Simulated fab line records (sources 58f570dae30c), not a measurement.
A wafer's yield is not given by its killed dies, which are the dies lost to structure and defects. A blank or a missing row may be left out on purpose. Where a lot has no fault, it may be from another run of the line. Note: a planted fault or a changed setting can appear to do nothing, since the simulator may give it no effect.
Matching of chambers -- flow berkeley_cmos170 -- UCB170_NSD_CLEAN_11 on wet_bench-02 has 3 sister chambers
The step cleans in SPM, time 600 s. 3 wafers are shown with their chamber, then 7 later ones without.

== WAFERS PAIRED WITH THEIR CHAMBERS ==
wafer,chamber,bath_guard_temp_C (C)
L809.6,1,119.8
L811.6,2,118.8
L814.2,0,119.9

== WAFERS WHOSE CHAMBER IS MISSING ==
wafer,bath_guard_temp_C (C)
L814.3,119.7
L818.3,119.7
L818.4,119.6
L818.6,119.8
L820.1,118.8
L820.4,118.5
L820.5,118.7

== CHAMBER TAKEN BY EACH ==
wafer,from the rows above,in truth
L814.3,can't be placed: 1 or 0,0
L818.3,can't be placed: 1 or 0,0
L818.4,can't be placed: 1 or 0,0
L818.6,can't be placed: 1 or 0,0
L820.1,2,2
L820.4,2,2
L820.5,2,2
3 of 7 placed correctly. Unplaceable from these rows: 4, with the true chamber sitting among the candidates in 4. Wrongly placed: 0.
How it was worked out, from the rows above alone: a wafer's distance from a chamber is the root of the sum, over the readings, of the square of ((its reading less the chamber's mean) divided by the reading's scatter). The wafer belongs to the nearest chamber; if the next one is less than 2 further off, it can't be placed. For every chamber, the mean is computed from those of its wafers that are shown. The scatter (one wafer shown for each chamber): square how far every hidden wafer sits from the nearest shown wafer, average those squares and take the square root.
